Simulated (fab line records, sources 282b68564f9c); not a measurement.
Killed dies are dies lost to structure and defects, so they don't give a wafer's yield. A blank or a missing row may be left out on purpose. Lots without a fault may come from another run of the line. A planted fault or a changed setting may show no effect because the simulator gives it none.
A struck lot beside a sound one | flow rit_cmos | 29 steps out of a route of 202
Sound: wafers L405.2, L405.3, L405.5. Struck: wafers L409.1, L409.2, L409.6. The cause comes at the end.
At each step with rows: each side's tool, then ch and its chambers, then its first start. Under that, the readings that differ: sound wafers | struck wafers | difference of the means | sigmas: that difference in standard deviations of wafers without a fault.
alike: readings whose means differ by less than 2 such deviations, and words and numbers that are the same on both sides. not compared: withheld readings, readings that some wafer has no value for, bounds like >300 that may hide the same value, and numbers for which the record gives no deviation and whose values overlap.
The two part at a step that has a row with sigmas, a row that says differs or no value, or rows on one side only. Numbers that don't overlap but have no deviation are shown without sigmas and don't part them. A reading that every wafer of one side lacks parts them only if that side has two wafers or more.

first, 6 steps without rows for these wafers: RIT_SDANNEAL_CLEAN_00 (cleans in SC1, time 600 s); RIT_SDANNEAL_CLEAN_01 (cleans in dHF, time 30 s); RIT_SDANNEAL_CLEAN_02 (cleans in SC2, time 600 s); RIT_SDANNEAL_RTA_03 (time 5 s); RIT_SILICIDE_WET_ETCH_00 (etches SiO2 in BOE, target depth 14 nm, time 15 s); RIT_SILICIDE_SPUTTER_01 (material Ti, target thk 30 nm, time 240 s).
RIT_SILICIDE_RTA_04: time 10 s, ramp up 5 s, ramp down 5 s.
  sound on rtp_anneal-02 ch 0, day 3 21:38; struck on rtp_anneal-02 ch 0, day 4 12:44
  alike: wafer_temp_C_max
then, 21 steps without rows for these wafers: RIT_SILICIDE_WET_ETCH_05 (etches Ti in SPM, time 120 s); RIT_SILICIDE_RTA_06 (time 10 s, ramp up 5 s, ramp down 10 s); RIT_CONTACT_CVD_00 (deposits SiO2 from TEOS, target thk 400 nm, time 61 s); RIT_CONTACT_HMDS_02 (prime time 60 s); RIT_CONTACT_COAT_03 (resist thk 1000 nm); RIT_CONTACT_SOFTBAKE_04 (time 60 s); RIT_CONTACT_EXPOSE_05 (exposes mask M11, target cd 1000 nm); RIT_CONTACT_PEB_06; RIT_CONTACT_DEVELOP_07 (develop time 120 s); RIT_CONTACT_HARDBAKE_10 (time 60 s); RIT_CONTACT_ETCH_11 (etches SiO2 in CHF3/CF4/Ar, stops on TiSi2, target depth 480 nm, time 320 s); RIT_CONTACT_STRIP_12 (strips in O2, time 180 s); RIT_CONTACT_CLEAN_13 (cleans in SC1, time 600 s); RIT_CONTACT_CLEAN_14 (cleans in SC2, time 600 s); RIT_M1_SPUTTER_00 (material Al, target thk 400 nm, time 500 s); RIT_M1_HMDS_03 (prime time 60 s); RIT_M1_COAT_04 (resist thk 1300 nm); RIT_M1_SOFTBAKE_05 (time 60 s); RIT_M1_EXPOSE_06 (exposes mask M12, target cd 2600 nm); RIT_M1_PEB_07; RIT_M1_DEVELOP_08 (develop time 68 s).
RIT_M1_PROBE_99:
  sound on prober-02, day 4 04:20; struck on prober-02, day 4 19:44
  reading                              | sound             | struck            | difference | sigmas
  model.etest.npoly_line.line_ohm_um   | 161.8 168.9 166.6 | 155 158.2 155.6   | -10        |
  model.etest.contact_pplus.end_ohm_um | 42.4 43.45 42.35  | 46.88 46.12 46.45 | +3.75      |
  model.etest.contact_nplus.end_ohm_um | 41.51 41.12 41.49 | 45.02 44.88 43.66 | +3.15      |
  model.etest.npoly_line.rs_ohm_sq     | 16.93 17.04 16.9  | 16.06 16.07 16.09 | -0.88      |
  model.etest.ppoly_line.rs_ohm_sq     | 16.42 16.73 16.43 | 15.66 15.58 15.66 | -0.89      |
  model.etest.npoly_sal.rs_ohm_sq      | 4.32 4.333 4.344  | 4.07 4.082 4.111  | -0.24      |
  model.etest.ppoly_sal.rs_ohm_sq      | 4.298 4.315 4.282 | 4.063 4.063 4.111 | -0.219     |
  model.etest.pplus_sal.rs_ohm_sq      | 4.281 4.301 4.343 | 4.026 4.052 4.075 | -0.257     |
  alike: killed_at_contacts, killed_at_front_end, killed_dies, killed_open, killed_short

WHERE THEY PART
Nowhere in this record.

WHY: what the simulator had put in
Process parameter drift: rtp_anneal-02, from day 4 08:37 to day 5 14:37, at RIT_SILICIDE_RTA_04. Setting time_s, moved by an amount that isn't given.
